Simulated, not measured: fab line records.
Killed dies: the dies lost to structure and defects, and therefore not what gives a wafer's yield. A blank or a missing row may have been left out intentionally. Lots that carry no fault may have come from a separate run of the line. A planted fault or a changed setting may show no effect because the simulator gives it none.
Code-filled problem report in 8D (eight disciplines) form	flow berkeley-cmos170	the parts of the form that need people (team, actions taken, sign-off) are left out

1. WHAT IS WRONG
Mean M1_AL_RS at UCB170_M1_RS_MEAS_01: 0.0411 ohm/sq over 3 wafers in 2 lots; fault-free wafers: 0.0487 ohm/sq, standard deviation 0.00039. That puts it -19 standard deviations away from the usual mean.
The step: measures by four-point-probe.
First seen on wafer L308.3, day 11 04:43, on film-metro-01. The record holds 42 wafers of 14 lots with a number at this step. Rule for "out", or "out of limits": more than 4 standard deviations from the usual mean. The other wafers with a number count as sound.

2. WHAT IT IS AND WHAT IT IS NOT
question	is	is not
which readings at this step	M1_AL_RS	-
which lots	L306, L308	L296, L297, L299, L304, L309, L310, L311, L312, L313, L314, L316, L318
which wafers of those lots	L306.4, L306.5, L308.3	L306.2, L308.1, L308.6
read on which gauges	film-metro-01, film-metro-02	film-metro-03
when	from day 11 04:43	up to then (17 sound wafers); but 22 sound wafers of L306, L310, L311, L312, L313, L314, L316, L318 came after

3. SUSPECTS, AND WHAT RULES EACH OUT
Counting: if a tool at a process step up to the reading ran every lot that is out, it stays a suspect. Sound lots after the first of them don't rule it out here, since some wafers of a struck lot are sound.
- the gauge at UCB170_M1_RS_MEAS_01 has been ruled out. The wafers that are out were read on 2 gauges (film-metro-01, film-metro-02).
- pvd-sputter-04 at UCB170_M1_SPUTTER_00 (material Al, target thk 600 nm, time 80 s): kept. It processed each lot that is out (first: L308, day 11 04:40); up to then, its last sound lot is L296 (day 8 19:10).
The count leaves pvd-sputter-04 at UCB170_M1_SPUTTER_00.

4. THE CAUSE (what the simulator had put in)
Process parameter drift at UCB170_M1_SPUTTER_00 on pvd-sputter-04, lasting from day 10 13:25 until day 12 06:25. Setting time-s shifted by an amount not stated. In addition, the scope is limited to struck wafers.
Only this tool survived the counting.

5. THE CHAIN OF EFFECTS, in route order
Each row: a reading where the mean over the struck wafers with a number is more than 3 standard deviations away from the usual. Scope: only readings with a usual standard deviation given in the record; hours: median across lots of the time from each lot's start at the first step in this table that gives one to its start at this step; sigmas: change in usual standard deviations.
hours	step	reading	usual	on struck wafers	change	sigmas
0	UCB170_M1_RS_MEAS_01	M1_AL_RS	0.0487 ohm/sq	0.0411	-0.0076	-19
0	UCB170_M1_THK_MEAS_02	M1_AL_THK	601 nm	711	+110	+19
3	UCB170_M1_METAL_ETCH_12	oes-product-au	0.857 a.u.	0.947	+0.090	+6.0
Process steps it contains:
- UCB170_M1_METAL_ETCH_12: etches Al in Cl2/BCl3, stops on PSG, target depth 780 nm, time 130 s.

6. HOW IT WOULD HAVE BEEN CAUGHT EARLIER
Counted from the fault's start at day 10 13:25, it took 15 hours until the first out-of-limits reading at a measuring or inspecting step in this record, taken at day 11 04:43.
No tool reading at UCB170_M1_SPUTTER_00 that has a usual standard deviation in the record was out on any struck wafer, so an alarm limit of 4 standard deviations on those readings would not have fired.
Of the lots that are out (2), L306 began UCB170_M1_SPUTTER_00 on pvd-sputter-04 after day 11 04:43. Holding the tool at that time would have saved it.
